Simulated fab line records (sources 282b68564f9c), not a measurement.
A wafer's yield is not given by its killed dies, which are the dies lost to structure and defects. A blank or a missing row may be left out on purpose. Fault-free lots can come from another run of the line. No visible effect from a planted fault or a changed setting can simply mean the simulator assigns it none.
Split-lot experiment    flow rit-cmos    5 lots, 23 wafers read, on a route of 202 steps

## THE SPLIT
At RIT_NWELL_SOFTBAKE_02 (time 60 s), the setting temp-c was moved away from the recipe's 90 C on 5 of the 23 wafers read, by -4.0% to +3.9%. All remaining wafers had this setting at the recipe value.

## FROM THE SPLIT TO THE READING: what the file shows between them, 2 steps
- RIT_NWELL_EXPOSE_03: exposes mask M2, target cd 43900 nm
- RIT_NWELL_PEB_04

## THE READING
NOVOLAK_of_NWELL_COAT_01.thk-nm (the simulator's own value, which no gauge read), in nm, at RIT_NWELL_DEVELOP_05 (develop time 68 s). There is no usual value for it anywhere in the file. Average 1297 nm, standard deviation 4 nm, over the 18 wafers here run with the recipe.

wafer   tool, chamber at the split  temp-c as run, C  against the recipe  NOVOLAK_of_NWELL_COAT_01.thk-nm, nm  against lot-mates on the recipe
L074.2  litho-track-03, 0           90                recipe              1294                                 -
L074.3  litho-track-03, 0           90                recipe              1298                                 -
L074.4  litho-track-03, 0           90                recipe              1295                                 -
L074.5  litho-track-03, 0           90                recipe              1295                                 -
L074.6  litho-track-03, 0           90                recipe              1297                                 -
L076.1  litho-track-03, 0           90                recipe              1300                                 -
L076.2  litho-track-03, 0           90                recipe              1299                                 -
L076.5  litho-track-03, 0           90                recipe              1299                                 -
L076.3  litho-track-03, 0           90                recipe              1305                                 -
L076.4  litho-track-03, 0           90                recipe              1298                                 -
L078.1  litho-track-04, 0           90                recipe              1292                                 -
L078.2  litho-track-04, 0           90                recipe              1288                                 -
L078.3  litho-track-04, 0           93.55             +3.9%               1280                                 -10
L078.5  litho-track-04, 0           93.55             +3.9%               1280                                 -10
L078.4  litho-track-04, 0           93.55             +3.9%               1278                                 -12
L084.1  litho-track-02, 0           86.44             -4.0%               1310                                 +10
L084.2  litho-track-02, 0           90                recipe              1301                                 -
L084.3  litho-track-02, 0           90                recipe              1301                                 -
L084.4  litho-track-02, 0           86.44             -4.0%               1313                                 +13
L084.5  litho-track-02, 0           90                recipe              1299                                 -
L085.1  litho-track-03, 0           90                recipe              1292                                 -
L085.2  litho-track-03, 0           90                recipe              1292                                 -
L085.3  litho-track-03, 0           90                recipe              1295                                 -

THE FIT
A straight line over all 23 wafers: NOVOLAK_of_NWELL_COAT_01.thk-nm changes by -4.12 nm for each +1% of temp-c; r = -0.90; the points scatter about the line by 3.8 nm.
The same after taking each lot's own level away (the mean of its wafers on the recipe; 23 wafers): -2.75 nm for each +1%; r = -0.95; scatter 1.8 nm.
The reading moves by 11 nm for the largest change in temp-c, on that fit.
Measured against the standard deviation above, the lots' own levels, which go from 1290.0 to 1300.3 nm, span 2.6 times it.
In other words, the slope is changed by the lot-to-lot level; the two fits disagree.
Check: +11.4 nm against its lot-mates is what the line predicts for one of the wafers moved furthest among these (-4.0%) when that wafer is left out of the fit. Against them it came out at +9.67 nm.

## ADDITIONAL SPLITS CARRIED BY THESE WAFERS
Other splits were also applied to these wafers ahead of the reading. Each is held against what the fit with the lots' levels taken away leaves over:
other split on the same wafers  wafers away from the commonest value  r with NOVOLAK_of_NWELL_COAT_01.thk-nm (lot level and that fit taken away)
RIT_ACTIVE_COAT_06 spin-rpm     8                                     +0.01
RIT_ACTIVE_SOFTBAKE_07 time-s   8                                     +0.01
RIT_FOX2_OXIDATION_00 temp-c    18                                    +0.00

## THE FILE'S OWN FIT
NOVOLAK_of_NWELL_COAT_01.thk-nm changes by -2.8 nm for each +1% of temp-c, r = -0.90.
